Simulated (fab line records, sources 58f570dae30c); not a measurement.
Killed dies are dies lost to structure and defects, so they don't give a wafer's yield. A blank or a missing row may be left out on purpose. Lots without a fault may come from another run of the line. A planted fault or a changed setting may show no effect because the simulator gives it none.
Chamber matching | flow berkeley_cmos170 | UCB170_V1_ETCH_14 on rie_diel-01: 4 sister chambers
The step etches SiO2 in CHF3/CF4/Ar, stops on Al, target depth 1250 nm, time 291 s. 4 wafers are shown with their chamber, then 8 later ones without.

WAFERS WITH THEIR CHAMBER
wafer  | chamber | throttle_valve_pct (%)
L896.6 | 2       | 6.91
L895.5 | 0       | 7.18
L902.4 | 1       | 6.87
L907.2 | 3       | 6.98

WAFERS WITHOUT THEIR CHAMBER
wafer  | throttle_valve_pct (%)
L907.3 | 6.87
L907.4 | 6.88
L909.1 | 6.90
L909.4 | 6.97
L909.5 | 6.86
L911.1 | 6.89
L911.2 | 6.98
L911.6 | 6.97

WHICH CHAMBER EACH WENT THROUGH
wafer  | from the rows above     | in truth
L907.3 | 1                       | 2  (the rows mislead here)
L907.4 | can't be placed: 1 or 2 | 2
L909.1 | can't be placed: 2 or 1 | 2
L909.4 | 3                       | 3
L909.5 | 1                       | 1
L911.1 | can't be placed: 1 or 2 | 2
L911.2 | 3                       | 3
L911.6 | 3                       | 3
Placed correctly: 4 of 8. Can't be placed from these rows: 3 (the true chamber is among the candidates in 3). Placed wrongly: 1.
How it was worked out, from the rows above alone: a wafer's distance from a chamber is the root of the sum, over the readings, of the square of ((its reading less the chamber's mean) divided by the reading's scatter). The wafer belongs to the nearest chamber; if the next one is less than 2 further off, it can't be placed. A chamber's mean is the mean of its shown wafers. The scatter: with one shown wafer a chamber, the root of the mean of the squares of how far each hidden wafer lies from its nearest shown one.
